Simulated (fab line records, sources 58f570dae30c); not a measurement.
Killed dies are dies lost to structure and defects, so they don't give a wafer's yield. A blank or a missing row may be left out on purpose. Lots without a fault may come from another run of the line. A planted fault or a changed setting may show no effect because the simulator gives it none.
One fault seen from 2 desks | flow berkeley_cmos170 | each desk has only its own numbers; what lay behind them comes last

THE TOOL OWNER'S DESK: krf_scanner-01
The tool's own readings at UCB170_GATE_EXPOSE_09 (exposes mask POLY, target cd 350 nm): means of the sampled wafers that have a number, for each lot that ran on this tool. A lot is out of limits, marked OUT, if its mean lies more than 4 standard deviations from the usual mean; the brackets give that distance.
Columns: A = exposure_dose_mJ_cm2 at UCB170_GATE_EXPOSE_09, usual 21.36
lot  | first seen here | A
L442 | day 6 16:47     | 21.37
L444 | day 7 00:20     | 21.40
L447 | day 7 09:40     | 21.40
L446 | day 7 09:49     | 21.40
L448 | day 7 16:31     | 21.40
L449 | day 8 03:28     | 18.99 (-66) OUT
L450 | day 8 07:18     | 19.45 (-53) OUT
This desk's finding: out of limits on L449, L450; first on L449, day 8 03:28 (exposure_dose_mJ_cm2 at UCB170_GATE_EXPOSE_09). In limits: L442, L444, L447, L446, L448.

THE METROLOGY DESK
What the gauges read, lot by lot, whatever tool the lot ran on: means of the sampled wafers that have a number. A lot is out of limits, marked OUT, if its mean lies more than 4 standard deviations from the usual mean; the brackets give that distance.
Columns: A = ACTIVE_OXIDE_THK at UCB170_ACTIVE_THK_MEAS_03, usual 26.5 nm; B = ACTIVE_NITRIDE_THK at UCB170_ACTIVE_THK_MEAS_06, usual 220.4 nm; C = SCREENOX_OXIDE_THK at UCB170_SCREENOX_THK_MEAS_02, usual 14.38 nm; D = cd_nm at UCB170_GATE_CD_MEAS_12, usual 349.7 nm
lot  | first seen here | A    | B     | C     | D
L440 | day 3 15:22     | 26.1 | 220.6 | 14.48 | 349.3
L441 | day 3 22:58     | 26.3 | 222.4 | 14.49 | 349.6
L442 | day 4 04:38     | 26.5 | 220.8 | 14.15 | 345.7
L443 | day 4 13:51     | 26.6 | 223.4 | 14.47 | 351.4
L444 | day 4 21:07     | 26.3 | 218.2 | 14.20 | 351.1
L445 | day 4 21:07     | 26.5 | 221.2 | 14.35 | 349.8
L447 | day 5 09:35     | 26.4 | 219.6 | 14.08 | 350.8
L446 | day 5 09:36     | 26.2 | 216.2 | 14.66 | 350.5
L448 | day 5 18:34     | 26.3 | 219.0 | 14.48 | 349.7
L449 | day 5 23:46     | 26.6 | 217.0 | 14.53 | 370.1 (+13) OUT
L450 | day 6 09:34     | 26.6 | 223.3 | 14.00 | 365.0 (+9.6) OUT
L451 | day 6 09:34     | 27.6 | 219.9 | 14.05 | 347.8
L463 | day 8 12:19     | 25.8 | 225.2 | 14.46 | 351.8
L462 | day 8 12:23     | 26.5 | 218.4 | 14.60 | 350.6
This desk's finding: out of limits on L449, L450; first on L449, day 8 04:19 (cd_nm at UCB170_GATE_CD_MEAS_12). In limits: L440, L441, L442, L443, L444, L445, L447, L446, L448, L451, L463, L462.

PUT TOGETHER
The tool owner's desk could have raised an alarm at day 8 03:28, on L449, L450.
The metrology desk could have raised an alarm at day 8 04:19, on L449, L450.
Of the lots named, all ran UCB170_GATE_EXPOSE_09 on krf_scanner-01.

WHAT THE SIMULATOR HAD PUT IN
Process parameter drift: krf_scanner-01, from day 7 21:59 on, at UCB170_GATE_EXPOSE_09. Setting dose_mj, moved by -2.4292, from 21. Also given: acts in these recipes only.
Lots struck among those shown: L449, L450.
Hours from the fault's start to each desk's first reading out of limits: the tool owner's desk, 5; the metrology desk, 6.
